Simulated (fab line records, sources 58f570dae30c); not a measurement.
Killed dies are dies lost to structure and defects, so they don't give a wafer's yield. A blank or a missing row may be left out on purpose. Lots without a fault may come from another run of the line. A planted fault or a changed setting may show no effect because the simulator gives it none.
fab line records | flow berkeley_cmos170
record lots=6 wafers=18 last_day=12
route steps=331 shown V2@306 M3@309
lots that met no fault: from a run of the same line without faults
start_h: hours from the record's first day to the start of the lot's first wafer shown | wait_h: hours since the lot's step before | " the same as in the row above | L1.1+2: a row that stands for several wafers | - no value, or no start given | * or withheld: withheld | < > ~ a bound
route shown NAME@n: a module of which the file shows steps, and the number in the route of the first | usual: mean/standard deviation of fault-free wafers | same: alike in all rows | chamber/n: place in a boat | sites: the reading at each site | _std_site: their standard deviation | _edge_site: outer sites' mean less inner sites' | radius_mm: how far each site lies from the wafer's centre | mask NAME#n: copy n | behind: the tool/chamber that last shaped the wafer | hold: why the lot was held/for how many hours/how that ended | device: the transistor (n, p or np) that didn't switch | end of line: the same wafers' tests at the end of the route | a step without rows: its recipe alone | killed: dies lost to structure and defects at the first sort, not the wafer's yield | map: a wafer's dies, x killed, . not, _ none there
set.NAME: the setting as run; set.NAME@STEP: as run at that earlier step | model.NAME: the simulator's own value behind a step, which no gauge read
lots at some steps of the route; a table a step, a row a wafer
services: from which hour (start_h, from the record's first day; less than 0 if before it) a tool's chamber was out of use, for how many hours, and why
## steps
# step UCB170_V2_ETCH_14
# recipe chemistry=CHF3/CF4/Ar target=SiO2 stop_on=Al CHF3_flow_sccm=45 cf4_flow_sccm=15 Ar_flow_sccm=150 pressure_mtorr=200 rf_w=700 target_depth_a=12500 over_etch_frac=0.25 time_s=291
# usual drypump_motor_current_A=5.7/0.48 oes_product_au=0.878/0.0092 throttle_valve_pct=6.97/0.097
# columns lot.wafer tool chamber start_h wait_h drypump_motor_current_A oes_product_au rf_hours_counter_h throttle_valve_pct
L118.4 rie_diel-03 0 194.10 0.0 4.7 0.880 114 7.09
L118.5 " 0 " " 4.7 0.871 - 7.09
L118.6 " 3 " " 6.4 0.870 - 6.95
L124.1 rie_diel-02 3 218.92 0.0 5.8 0.881 5 7.02
L124.2 " 1 " " 5.0 0.881 63 6.92
L124.5 " 1 " " 5.0 0.866 - 6.92
L126.1 rie_diel-03 2 235.44 0.0 6.1 0.864 30 6.97
L126.2 " 0 " " 4.7 0.878 116 7.09
L126.6 " 2 " " 6.1 0.882 - 6.96
L130.2 rie_diel-02 1 248.14 0.0 5.0 0.875 65 6.93
L130.4 " 2 " " 5.1 0.875 18 7.01
L130.5 " 3 " " 5.8 0.884 - 7.02
L134.3 rie_diel-03 3 279.29 0.0 6.3 0.869 56 6.96
L134.4 " 1 " " 5.2 0.878 13 6.99
L134.6 " 2 " " 6.1 0.874 - 6.97
L136.2 rie_diel-01 3 287.30 0.0 5.9 0.869 87 7.03
L136.3 " 2 " " 5.5 0.884 99 6.91
L136.6 " 1 " " 6.0 0.898 - 6.98
# step UCB170_V2_STRIP_15
# recipe chemistry=O2 power_w=400 pressure_mtorr=3500 platen_temp_c=withheld o2_flow_sccm=400 overash_fraction=0.5
# usual drypump_motor_current_A=6.0/0.45 oes_product_au=0.722/0.0042 strip_time_to_endpoint_s=15.37/0.12
# columns lot.wafer tool chamber start_h wait_h drypump_motor_current_A oes_product_au rf_hours_counter_h strip_time_to_endpoint_s
L118.4 plasma_asher-01 1 194.31 0.1 5.2 0.731 - 15.38
L118.5 " 1 " " 5.2 0.721 - 15.31
L118.6 " 0 " " 5.7 0.724 - 15.58
L124.1 plasma_asher-01 1 219.10 0.1 5.2 0.722 42 15.22
L124.2 " 0 " " 5.7 0.725 42 15.47
L124.5 " 1 " " 5.2 0.721 - 15.44
L126.1 plasma_asher-01 0 235.62 0.1 5.7 0.726 44 15.20
L126.2 " 1 " " 5.2 0.727 44 15.33
L126.6 " 1 " " 5.2 0.729 - 15.26
L130.2 plasma_asher-01 0 248.32 0.1 5.7 0.720 45 15.48
L130.4 " 0 " " 5.7 0.724 - 15.40
L130.5 " 1 " " 5.2 0.719 - 15.16
L134.3 plasma_asher-02 0 279.50 0.1 6.7 0.721 - 15.56
L134.4 " 1 " " 6.1 0.720 - 15.56
L134.6 " 0 " " 6.7 0.725 - 15.28
L136.2 plasma_asher-01 0 287.48 0.1 5.7 0.713 49 15.40
L136.3 " 0 " " 5.6 0.723 - 15.44
L136.6 " 1 " " 5.2 0.721 - 15.32
# step UCB170_V2_CD_MEAS_90
# recipe target_cd_nm=700
# usual cd_nm=699.9/1.6
# columns lot.wafer tool chamber start_h wait_h cd_nm
L118.4 cd_sem-01 - 194.48 0.1 697.5
L118.5 " - " " 697.7
L118.6 " - " " 698.5
L124.1 cd_sem-02 - 219.20 0.1 699.3
L124.2 " - " " 697.9
L124.5 " - " " 698.1
L126.1 cd_sem-02 - 235.72 0.1 698.5
L126.2 " - " " 700.1
L126.6 " - " " 700.4
L130.2 cd_sem-01 - 248.44 0.1 699.6
L130.4 " - " " 700.2
L130.5 " - " " 701.3
L134.3 cd_sem-02 - 279.61 0.1 701.6
L134.4 " - " " 701.0
L134.6 " - " " 703.3
L136.2 cd_sem-02 - 287.60 0.1 697.7
L136.3 " - " " 699.1
L136.6 " - " " 697.6
# step UCB170_M3_PRE_CLEAN_00
# recipe gas=Ar preclean_etch_time_s=60
# step UCB170_M3_SPUTTER_01
# recipe material=Al target_thk_nm=900 time_s=120 power_w=6000 chamber_pressure_pa=0.5
# usual throttle_valve_pct=29.2/1.3
# columns lot.wafer tool chamber start_h wait_h throttle_valve_pct
L118.4 pvd_sputter-01 - 194.61 0.0 29.0
L118.5 " - " " 28.8
L118.6 " - " " 26.7
L124.1 pvd_sputter-02 - 219.39 0.0 30.6
L124.2 " - " " 30.2
L124.5 " - " " 30.3
L126.1 pvd_sputter-02 - 235.90 0.0 29.8
L126.2 " - " " 29.9
L126.6 " - " " 31.5
L130.2 pvd_sputter-02 - 248.60 0.0 30.5
L130.4 " - " " 31.0
L130.5 " - " " 30.1
L134.3 pvd_sputter-01 - 279.76 0.0 28.9
L134.4 " - " " 27.1
L134.6 " - " " 29.9
L136.2 pvd_sputter-04 - 287.76 0.0 29.6
L136.3 " - " " 28.4
L136.6 " - " " 30.1
# step UCB170_M3_RS_MEAS_02
# recipe thk_meas_gauge=four-point-probe reads=Al_of_M3_SPUTTER_01
# usual M3_AL_RS=0.03214/0.00029
# columns lot.wafer tool chamber start_h wait_h M3_AL_RS[ohm/sq]
L118.4 film_metro-02 - 194.75 0.1 0.03233
L118.5 " - " " 0.03227
L118.6 " - " " 0.0324
L124.1 film_metro-01 - 219.47 0.0 0.03294
L124.2 " - " " 0.03266
L124.5 " - " " 0.03259
L126.1 film_metro-03 - 235.99 0.0 0.03222
L126.2 " - " " 0.03187
L126.6 " - " " 0.03206
L130.2 film_metro-03 - 248.71 0.1 0.03172
L130.4 " - " " 0.03183
L130.5 " - " " 0.03178
L134.3 film_metro-01 - 279.88 0.1 0.03209
L134.4 " - " " 0.03201
L134.6 " - " " 0.03194
L136.2 film_metro-02 - 287.87 0.1 0.0329
L136.3 " - " " 0.03268
L136.6 " - " " 0.03242
# step UCB170_M3_THK_MEAS_03
# recipe thk_meas_gauge=xrf reads=Al_of_M3_SPUTTER_01
# usual M3_AL_THK=888/9.3
# columns lot.wafer tool chamber start_h wait_h M3_AL_THK[nm]
L118.4 film_metro-02 - 194.84 0.1 877
L118.5 " - " " 877
L118.6 " - " " 873
L124.1 film_metro-01 - 219.59 0.1 872
L124.2 " - " " 879
L124.5 " - " " 876
L126.1 film_metro-03 - 236.11 0.1 890
L126.2 " - " " 897
L126.6 " - " " 893
L130.2 film_metro-03 - 248.82 0.1 899
L130.4 " - " " 892
L130.5 " - " " 900
L134.3 film_metro-01 - 279.98 0.1 892
L134.4 " - " " 899
L134.6 " - " " 898
L136.2 film_metro-02 - 287.98 0.1 858
L136.3 " - " " 867
L136.6 " - " " 875
# step UCB170_M3_HMDS_04
# recipe prime_time_s=60 prime_temp_c=100
# step UCB170_M3_COAT_05
# recipe resist=KrF spin_rpm=1500 resist_thk_nm=900
# step UCB170_M3_SOFTBAKE_06
# recipe resist=KrF temp_c=130 time_s=60
# step UCB170_M3_STRIP_07
# recipe chemistry=O2 power_w=400 pressure_mtorr=3500 platen_temp_c=withheld o2_flow_sccm=400 overash_fraction=0.5
# usual drypump_motor_current_A=5.9/0.51 oes_product_au=0.734/0.0044 strip_time_to_endpoint_s=21.97/0.059
# columns lot.wafer tool chamber start_h wait_h drypump_motor_current_A oes_product_au rf_hours_counter_h strip_time_to_endpoint_s
L118.4 plasma_asher-02 0 195.35 0.1 6.7 0.735 - 21.94
L118.5 " 0 " " 6.7 0.733 - 21.94
L118.6 " 1 " " 6.1 0.735 - 21.96
L124.1 plasma_asher-02 0 220.29 0.1 6.7 0.735 51 21.95
L124.2 " 1 " " 6.1 0.732 51 22.02
L124.5 " 0 " " 6.7 0.736 - 21.94
L126.1 plasma_asher-04 1 236.62 0.1 5.3 0.737 49 22.00
L126.2 " 0 " " 5.4 0.730 49 21.98
L126.6 " 1 " " 5.3 0.729 - 21.98
L130.2 plasma_asher-04 0 249.32 0.1 5.4 0.736 50 21.90
L130.4 " 1 " " 5.3 0.729 - 22.01
L130.5 " 0 " " 5.4 0.731 - 21.94
L134.3 plasma_asher-02 1 280.74 0.1 6.0 0.734 - 21.89
L134.4 " 0 " " 6.7 0.724 - 21.92
L134.6 " 0 " " 6.7 0.738 - 21.88
L136.2 plasma_asher-04 1 288.48 0.1 5.3 0.735 54 21.92
L136.3 " 0 " " 5.4 0.737 - 21.92
L136.6 " 0 " " 5.4 0.743 - 21.87
# step UCB170_M3_STRIP_08
# recipe chemistry=DMSO temp_c=80 time_s=600 material=KrF
# step UCB170_M3_COAT_09
# recipe resist=BARC temp_c=withheld time_s=withheld spin_rpm=3000 resist_thk_nm=withheld
# usual spin_speed_rpm=2999.9/2
# columns lot.wafer tool chamber start_h wait_h spin_speed_rpm
L118.4 litho_track-02 0 196.12 0.5 3001.8
L118.5 " 0 " " 3001.3
L118.6 " 0 " " 3001.0
L124.1 litho_track-03 0 220.69 0.1 2998.4
L124.2 " 0 " " 3001.5
L124.5 " 0 " " 3000.4
L126.1 litho_track-02 0 236.92 0.0 3107.1
L126.2 " 0 " " 3107.2
L126.6 " 0 " " 3107.6
L130.2 litho_track-02 0 249.63 0.0 3103.6
L130.4 " 0 " " 3108.8
L130.5 " 0 " " 3105.8
L134.3 litho_track-03 0 281.57 0.1 3001.4
L134.4 " 0 " " 3000.1
L134.6 " 0 " " 3001.8
L136.2 litho_track-04 0 289.38 0.4 2996.5
L136.3 " 0 " " 3000.3
L136.6 " 0 " " 2998.7
# step UCB170_M3_COAT_10
# recipe resist=KrF spin_rpm=1500 resist_thk_nm=900
## services
# columns tool chamber start_h hours kind
rie_diel-03 - 190.23 2.0 repair
rie_diel-02 2 205.61 3.8 repair
rie_diel-03 - 239.31 0.2 repair
rie_diel-01 - 247.67 0.4 repair
plasma_asher-04 - 257.70 1.3 repair
rie_diel-02 1 260.36 2.8 repair
rie_diel-03 - 269.70 0.4 repair
rie_diel-02 3 272.13 3.3 repair
rie_diel-01 0 287.04 6.3 repair
## key
first_sign step=UCB170_M3_COAT_09 reading=spin_speed_rpm direction=up sigmas=54 usual=2999.9 struck=3106.7
effect none on later readings
met_at UCB170_M3_COAT_09
struck_wafers L126.1,L126.2,L126.6,L130.2,L130.4,L130.5
sort_left_out L126.1,L126.2,L126.6
onset_between 196.12 236.92
fault kind=process_parameter_drift tool=litho_track-02 chamber=- onset_h=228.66 steps=UCB170_M3_COAT_09 channel=spin_rpm offset=105.53 shape=step end_h=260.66 acts_in=these_recipes_only stated=3000
# sort_left_out: the simulated sort isn't trusted on such a fault, so these wafers' sort isn't shown, and their yield isn't known
